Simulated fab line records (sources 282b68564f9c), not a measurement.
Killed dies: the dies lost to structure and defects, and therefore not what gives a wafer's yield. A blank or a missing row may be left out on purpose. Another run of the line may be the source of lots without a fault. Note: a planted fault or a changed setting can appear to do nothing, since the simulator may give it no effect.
fab line records | flow rit_cmos
[record] lots = 13 | wafers = 39 | last_day = 8
route steps=202 shown CONTACT@173 M1@202
lots that met no fault: taken from a fault-free run of the same line
start_h: hours from the record's first day to the start of the lot's first wafer shown | wait_h: hours from the lot's prior step to this one | " identical to the entry in the row above | L1.1+2: a row that stands for several wafers | - either no value or no given start | * or withheld: withheld | < > ~ a bound
route shown NAME@n: NAME is a module with steps in the file, n the number in the route of the first one | usual: mean/standard deviation of fault-free wafers | same: alike in all rows | chamber/n: place in a boat | sites: each site's reading | _std_site: their standard deviation | _edge_site: outer sites' mean less inner sites' | radius_mm: for every site, how far away it sits from the centre of the wafer | mask NAME#n: copy n | behind: the tool/chamber that last shaped the wafer | hold: the reason the lot was held/the length of the hold in hours/how it ended | device: names the non-switching transistor (n, p or np) | end of line: the tests these same wafers got at the end of their route | step lacking rows: just its recipe | killed: dies that structure and defects cost at the first sort, which is not the same as the wafer's yield | map: per-die view of a wafer (x killed, . not killed, _ where there is no die)
set.NAME: the setting the step ran with; set.NAME@STEP: the setting that earlier step ran with | model.NAME: the simulator's own value behind a step, which no gauge read
one table for each step of the route and one row for each wafer, over a sample of lots
services: from which hour (start_h, from the record's first day; less than 0 if before it) a tool's chamber was out of use, for how many hours, and why
[[steps]]
[step RIT_CONTACT_EXPOSE_05]
[recipe] mask_id = M11 | na = 0.6 | source_shape = conventional | sigma_outer = 0.5 | target_cd_nm = 1000 | dose_mj = 250
[usual] stage_vel_mm_s = 499.93/0.24
lot.wafer | tool             | chamber | start_h | wait_h | mask     | stage_vel_mm_s
L279.3    | iline_stepper-01 | 0       | 63.66   | 0.1    | M11#0    | 500.05
L279.5    | "                | 0       | "       | "      | M11#0    | 499.88
L279.6    | "                | 0       | "       | "      | M11#0    | 500.20
L281.1    | iline_stepper-02 | 0       | 75.68   | 0.4    | M11#0    | 500.01
L281.4    | "                | 0       | "       | "      | M11#0    | 499.94
L281.5    | "                | 0       | "       | "      | M11#0    | 499.93
L282.2    | iline_stepper-02 | 0       | 78.61   | 0.1    | M11#0    | 499.70
L282.3    | "                | 0       | "       | "      | M11#0    | 499.81
L282.5    | "                | 0       | "       | "      | M11#0    | 500.07
L285.1    | iline_stepper-02 | 0       | 90.02   | 0.2    | M11_R1#0 | 499.69
L285.2    | "                | 0       | "       | "      | M11_R1#0 | 499.64
L285.4    | "                | 0       | "       | "      | M11_R1#0 | 499.88
L288.2    | iline_stepper-02 | 0       | 107.80  | 0.1    | M11#0    | 500.17
L288.4    | "                | 0       | "       | "      | M11#0    | 499.62
L288.6    | "                | 0       | "       | "      | M11#0    | 500.35
L289.3    | iline_stepper-01 | 0       | 109.09  | 0.2    | M11#0    | 500.03
L289.4    | "                | 0       | "       | "      | M11#0    | 499.78
L289.5    | "                | 0       | "       | "      | M11#0    | 500.15
L293.3    | iline_stepper-01 | 0       | 129.99  | 0.1    | M11#0    | 500.16
L293.5    | "                | 0       | "       | "      | M11#0    | 499.71
L293.6    | "                | 0       | "       | "      | M11#0    | 500.08
L294.1    | iline_stepper-01 | 0       | 135.20  | 0.1    | M11#0    | 500.24
L294.4    | "                | 0       | "       | "      | M11#0    | 499.66
L294.5    | "                | 0       | "       | "      | M11#0    | 499.95
L297.3    | iline_stepper-02 | 0       | 153.09  | 0.1    | M11#0    | 500.09
L297.4    | "                | 0       | "       | "      | M11#0    | 499.81
L297.5    | "                | 0       | "       | "      | M11#0    | 499.60
L298.1    | iline_stepper-01 | 0       | 155.42  | 0.2    | M11#0    | 499.79
L298.2    | "                | 0       | "       | "      | M11#0    | 500.04
L298.3    | "                | 0       | "       | "      | M11#0    | 499.83
L300.2    | iline_stepper-02 | 0       | 164.12  | 0.1    | M11#0    | 499.89
L300.5    | "                | 0       | "       | "      | M11#0    | 499.70
L300.6    | "                | 0       | "       | "      | M11#0    | 500.37
L301.3    | iline_stepper-02 | 0       | 169.03  | 0.1    | M11#0    | 499.73
L301.4    | "                | 0       | "       | "      | M11#0    | 499.86
L301.5    | "                | 0       | "       | "      | M11#0    | 500.01
L302.1    | iline_stepper-02 | 0       | 175.48  | 0.1    | M11#0    | 500.08
L302.2    | "                | 0       | "       | "      | M11#0    | 499.81
L302.3    | "                | 0       | "       | "      | M11#0    | 500.22
[step RIT_CONTACT_CD_MEAS_08]
[recipe] target_cd_nm = 1000
[usual] cd_nm = 999.4/2.1
lot.wafer | tool      | chamber | start_h | wait_h | cd_nm
L279.3    | cd_sem-01 | -       | 64.17   | -      | 999.4
L279.5    | "         | -       | "       | "      | 999.1
L279.6    | "         | -       | "       | "      | 999.4
L281.1    | cd_sem-01 | -       | 76.27   | -      | 999.7
L281.4    | "         | -       | "       | "      | 998.1
L281.5    | "         | -       | "       | "      | 1000.2
L282.2    | cd_sem-02 | -       | 79.23   | -      | 1000.7
L282.3    | "         | -       | "       | "      | 1001.9
L282.5    | "         | -       | "       | "      | 1001.1
L285.1    | cd_sem-01 | -       | 90.53   | -      | 1149.6
L285.2    | "         | -       | "       | "      | 1146.9
L285.4    | "         | -       | "       | "      | 1147.4
L288.2    | cd_sem-02 | -       | 108.32  | -      | 999.2
L288.4    | "         | -       | "       | "      | 998.2
L288.6    | "         | -       | "       | "      | 1001.2
L289.3    | cd_sem-02 | -       | 109.61  | -      | 998.6
L289.4    | "         | -       | "       | "      | 998.2
L289.5    | "         | -       | "       | "      | 997.7
L293.3    | cd_sem-02 | -       | 130.51  | -      | 997.7
L293.5    | "         | -       | "       | "      | 997.7
L293.6    | "         | -       | "       | "      | 999.2
L294.1    | cd_sem-02 | -       | 135.72  | -      | 1000.0
L294.4    | "         | -       | "       | "      | 1001.7
L294.5    | "         | -       | "       | "      | 1001.2
L297.3    | cd_sem-02 | -       | 153.61  | -      | 1000.3
L297.4    | "         | -       | "       | "      | 999.4
L297.5    | "         | -       | "       | "      | 998.6
L298.1    | cd_sem-02 | -       | 155.93  | -      | 996.2
L298.2    | "         | -       | "       | "      | 998.6
L298.3    | "         | -       | "       | "      | 997.5
L300.2    | cd_sem-02 | -       | 164.64  | -      | 1002.9
L300.5    | "         | -       | "       | "      | 1001.8
L300.6    | "         | -       | "       | "      | 1001.1
L301.3    | cd_sem-01 | -       | 169.55  | -      | 1000.1
L301.4    | "         | -       | "       | "      | 996.6
L301.5    | "         | -       | "       | "      | 999.0
L302.1    | cd_sem-02 | -       | 176.00  | -      | 1001.6
L302.2    | "         | -       | "       | "      | 1001.3
L302.3    | "         | -       | "       | "      | 1001.4
[step RIT_M1_PROBE_99]
[usual] killed_at_M0_to_M3 = 0.0/0.14 | killed_at_contacts = 0.1/0.27 | killed_at_front_end = 6.5/2.8 | killed_dies = 6.6/2.8 | killed_on_rim = 1.7/1.3 | killed_open = 3.5/2 | killed_short = 3.2/1.8
[same] gross_dies = 264 | killed_at_M4_up = 0 | killed_at_back_side = 0 | killed_at_other = 0
lot.wafer | tool      | chamber | start_h | wait_h | killed_at_M0_to_M3 | killed_at_contacts | killed_at_front_end | killed_dies | killed_on_rim | killed_open | killed_short
L285.1    | prober-02 | -       | 95.87   | 0.1    | 0                  | 60                 | 8                   | 68          | 35            | 3           | 5
L285.2    | prober-02 | -       | 95.92   | 0.1    | 0                  | 52                 | 5                   | 57          | 33            | 3           | 1
L285.4    | prober-02 | -       | 96.02   | 0.2    | 0                  | 47                 | 5                   | 52          | 30            | 5           | 0
L288.2    | prober-01 | -       | 113.51  | 0.1    | 0                  | 0                  | 6                   | 6           | 2             | 4           | 2
L288.4    | prober-01 | -       | 113.61  | 0.2    | 1                  | 0                  | 6                   | 7           | 3             | 3           | 4
L288.6    | prober-01 | -       | 113.71  | 0.2    | 0                  | 0                  | 5                   | 5           | 0             | 3           | 2
L289.3    | prober-02 | -       | 115.06  | 0.2    | 0                  | 1                  | 10                  | 11          | 5             | 7           | 4
L289.4    | prober-02 | -       | 115.11  | 0.2    | 0                  | 0                  | 5                   | 5           | 2             | 2           | 3
L289.5    | prober-02 | -       | 115.16  | 0.2    | 0                  | 0                  | 7                   | 7           | 2             | 3           | 4
L300.2    | prober-02 | -       | 169.99  | 0.1    | 0                  | 0                  | 4                   | 4           | 1             | 2           | 2
L300.5    | prober-02 | -       | 170.14  | 0.2    | 0                  | 0                  | 6                   | 6           | 2             | 2           | 4
L300.6    | prober-02 | -       | 170.19  | 0.2    | 0                  | 1                  | 3                   | 4           | 2             | 2           | 2
L301.3    | prober-01 | -       | 174.83  | 0.2    | 0                  | 0                  | 5                   | 5           | 1             | 3           | 2
L301.4    | prober-01 | -       | 174.88  | 0.2    | 0                  | 0                  | 9                   | 9           | 5             | 6           | 3
L301.5    | prober-01 | -       | 174.93  | 0.2    | 0                  | 0                  | 10                  | 10          | 2             | 3           | 7
// killed by level:class
L285.1 CONTACT:area_expose=60 SPACER:geometric_particle:short=2 FOX2:geometric_particle:short=1 GATE:geometric_particle:open=1 GATE:geometric_particle:short=1 REOX:geometric_particle:open=1 REOX:geometric_particle:short=1 SPACER:geometric_particle:open=1
L285.2 CONTACT:area_expose=52 SPACER:geometric_particle:open=2 FOX1:geometric_particle:short=1 FOX1:geometric_particle:open=1 PRETRO:coat_microbubble_printed=1
L285.4 CONTACT:area_expose=47 SILICIDE:geometric_particle:open=2 FOX1:geometric_particle:open=1 GATE:geometric_particle:open=1 SPACER:geometric_particle:open=1
L288.2 GATE:geometric_particle:short=2 FOX2:geometric_particle:open=1 GATE:geometric_particle:open=1 SPACER:geometric_particle:open=1 SILICIDE:geometric_particle:open=1
L288.4 FOX1:geometric_particle:short=2 GATE:geometric_particle:open=2 GATE:geometric_particle:short=1 REOX:geometric_particle:open=1 M1:geometric_particle:short=1
L288.6 GATE:geometric_particle:open=3 FOX1:geometric_particle:short=1 GATE:geometric_particle:short=1
L289.3 FOX1:geometric_particle:open=2 FOX2:geometric_particle:short=2 GATE:geometric_particle:open=2 REOX:geometric_particle:short=2 REOX:geometric_particle:open=1 SPACER:geometric_particle:open=1 CONTACT:geometric_particle:open=1
L289.4 GATE:geometric_particle:short=3 FOX1:geometric_particle:open=1 REOX:geometric_particle:open=1
L289.5 GATE:geometric_particle:short=2 FOX1:geometric_particle:short=1 FOX2:geometric_particle:open=1 GATE:geometric_particle:open=1 REOX:geometric_particle:open=1 SILICIDE:geometric_particle:short=1
L300.2 FOX1:geometric_particle:short=1 FOX2:geometric_particle:open=1 SPACER:geometric_particle:open=1 SPACER:geometric_particle:short=1
L300.5 FOX1:geometric_particle:short=2 FOX2:geometric_particle:open=1 GATE:geometric_particle:short=1 SILICIDE:geometric_particle:short=1 SILICIDE:geometric_particle:open=1
L300.6 FOX2:geometric_particle:open=2 SPACER:geometric_particle:short=1 CONTACT:geometric_particle:short=1
L301.3 GATE:geometric_particle:open=3 FOX2:geometric_particle:short=1 REOX:geometric_particle:short=1
L301.4 GATE:geometric_particle:open=3 FOX2:geometric_particle:open=2 FOX1:geometric_particle:short=1 FOX2:geometric_particle:short=1 GATE:geometric_particle:short=1 SILICIDE:geometric_particle:open=1
L301.5 GATE:geometric_particle:short=5 GATE:geometric_particle:open=2 FOX1:geometric_particle:short=1 FOX1:geometric_particle:open=1 FOX2:geometric_particle:short=1
[[services]]
tool             | chamber | start_h | hours | kind
iline_stepper-01 | -       | 52.50   | 0.8   | repair
iline_stepper-01 | -       | 65.92   | 1.7   | pm
iline_stepper-02 | -       | 82.73   | 1.7   | pm
iline_stepper-02 | 0       | 119.09  | -     | calibration
iline_stepper-01 | -       | 157.47  | 2.1   | pm
iline_stepper-01 | -       | 159.55  | -     | consumable_replace:lamp
[[key]]
[first_sign] step = RIT_CONTACT_EXPOSE_05 | reading = mask | direction = changed
[effect] step = RIT_CONTACT_CD_MEAS_08 | reading = cd_nm | direction = up | sigmas = 69 | usual = 999.4 | struck = 1148.0
[effect] step = RIT_M1_PROBE_99 | reading = killed_at_contacts | direction = up | sigmas = 53 | usual = 0.1 | struck = 53
[more_kills_born_at] RIT_CONTACT_EXPOSE_05@iline_stepper-02 = 159
met_at RIT_CONTACT_EXPOSE_05
struck_lots L285
tester_left_out L285
onset_between 78.61 90.02
[fault] kind = wrong_mask | tool = any | chamber = - | onset_h = 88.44 | steps = RIT_CONTACT_EXPOSE_05 | aux_copy = M11_R1#0 | cd_offset_nm = 150 | scope = struck_lots_only
// tester_left_out: of these lots the tester's yield and bins aren't shown, on N5 and GAA mostly nor the transistor test; their killed dies are dies lost to structure and defects alone, not to doping, threshold or leakage, so they don't give the yield
